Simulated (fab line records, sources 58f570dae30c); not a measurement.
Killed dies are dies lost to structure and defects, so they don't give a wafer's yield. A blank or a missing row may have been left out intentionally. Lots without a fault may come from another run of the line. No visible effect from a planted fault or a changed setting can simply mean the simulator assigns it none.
Matching of chambers	flow berkeley_cmos170	UCB170_M3_ETCH_17 on rie_diel-03 has 4 sister chambers
The step etches BARC in N2/H2. 8 wafers are shown with their chamber, then 7 later ones without.

== WAFERS PAIRED WITH THEIR CHAMBERS ==
wafer	chamber	throttle_valve_pct (%)	oes_product_au (a.u.)
L938.2	1	13.59	1.035
L940.2	2	13.13	1.006
L940.4	1	13.59	1.021
L934.2	0	13.30	0.989
L934.4	3	12.97	0.996
L934.6	0	13.34	0.995
L942.2	2	13.13	1.009
L942.3	3	12.98	0.994

== WAFERS WITH NO CHAMBER GIVEN ==
wafer	throttle_valve_pct (%)	oes_product_au (a.u.)
L942.4	13.32	0.982
L952.1	13.14	1.019
L952.2	13.60	1.023
L952.4	12.97	1.000
L955.1	13.13	1.029
L955.3	13.32	0.989
L955.6	13.32	0.998

== CHAMBER TAKEN BY EACH ==
wafer	from the rows above	in truth
L942.4	0	0
L952.1	2	2
L952.2	1	1
L952.4	3	3
L955.1	2	2
L955.3	0	0
L955.6	0	0
Placed correctly: 7 of 7. Can't be placed from these rows: 0. Placed wrongly: 0.
How it was worked out, from the rows above alone: a wafer's distance from a chamber is the root of the sum, over the readings, of the square of ((its reading less the chamber's mean) divided by the reading's scatter). The wafer belongs to the nearest chamber; if the next one is less than 2 further off, it can't be placed. Each chamber's mean is taken over the wafers shown for it. The scatter: take each reading less its chamber's mean, square it, sum over the shown wafers, divide by the number of wafers less the number of chambers, and take the root.
